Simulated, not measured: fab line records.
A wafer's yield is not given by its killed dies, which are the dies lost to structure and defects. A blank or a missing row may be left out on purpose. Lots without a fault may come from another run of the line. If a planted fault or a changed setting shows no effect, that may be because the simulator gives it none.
2 desks, one fault    flow rit cmos    each desk holds nothing but its own numbers, with what lay behind them at the end

FROM THE METROLOGY DESK
Means of the sampled wafers that have a number, per lot and without regard to the tool the lot ran on: this is what the gauges read. If a lot's mean is further than 4 standard deviations from the usual mean, the lot is out of limits and carries the mark OUT (the distance appears in the brackets).
Columns: A = NWELL_RS at RIT_WELLDRIVE_RS_MEAS_01, usual 275.3 ohm/sq
lot   first seen here  A
L275  day 2 05:40      276.1
L276  day 2 09:49      276.7
L277  day 2 13:55      275.1
L279  day 3 01:01      274.8
L280  day 3 06:06      275.7
L281  day 3 12:30      275.6
L282  day 3 16:44      275.8
L283  day 3 20:16      274.3
L284  day 4 01:21      275.2
L288  day 4 22:08      275.3
L290  day 5 06:31      268.1 (-8.5) OUT
L294  day 6 02:33      267.0 (-9.8) OUT
L297  day 6 19:01      275.2
L298  day 7 01:33      276.3
Per this desk, out of limits: L290, L294; the first was L290, day 5 06:31 (NWELL_RS at RIT_WELLDRIVE_RS_MEAS_01). L275, L276, L277, L279, L280, L281, L282, L283, L284, L288, L297, L298 stayed within limits.

AT THE TOOL OWNER'S DESK: implanter-04
For each lot that ran on this tool, the mean over its sampled wafers that have a number, from the tool's own readings at RIT_NWELL_IMPLANT_08. If a lot's mean is further than 4 standard deviations from the usual mean, the lot is out of limits and carries the mark OUT (the distance appears in the brackets).
Columns: A = beam energy keV at RIT_NWELL_IMPLANT_08, usual 169.99; B = dose ions cm2 at RIT_NWELL_IMPLANT_08, usual 5.001e+13
lot   first seen here  A       B
L275  day 1 22:24      170.06  5.005e+13
L276  day 2 02:48      169.98  5.001e+13
L288  day 4 15:04      169.99  5.000e+13
L290  day 4 23:25      169.92  5.244e+13 (+47) OUT
L294  day 5 19:32      170.03  5.239e+13 (+46) OUT
This desk finds L290, L294 out of limits, L290 being first, at day 4 23:25 (dose ions cm2 at RIT_NWELL_IMPLANT_08). L275, L276, L288 stayed within limits.

TAKEN TOGETHER
The tool owner's desk could have raised an alarm at day 4 23:25, on L290, L294.
The metrology desk could have raised an alarm at day 5 06:31, on L290, L294.
Of the lots named, all ran RIT_NWELL_IMPLANT_08 on implanter-04.

WHAT THE SIMULATOR HAD INSERTED
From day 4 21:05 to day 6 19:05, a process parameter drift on implanter-04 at RIT_NWELL_IMPLANT_08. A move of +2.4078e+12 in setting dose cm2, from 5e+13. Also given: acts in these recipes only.
Shown lots that were struck: L290, L294.
Hours from the fault's start to each desk's first reading out of limits: the tool owner's desk, 2; the metrology desk, 9.
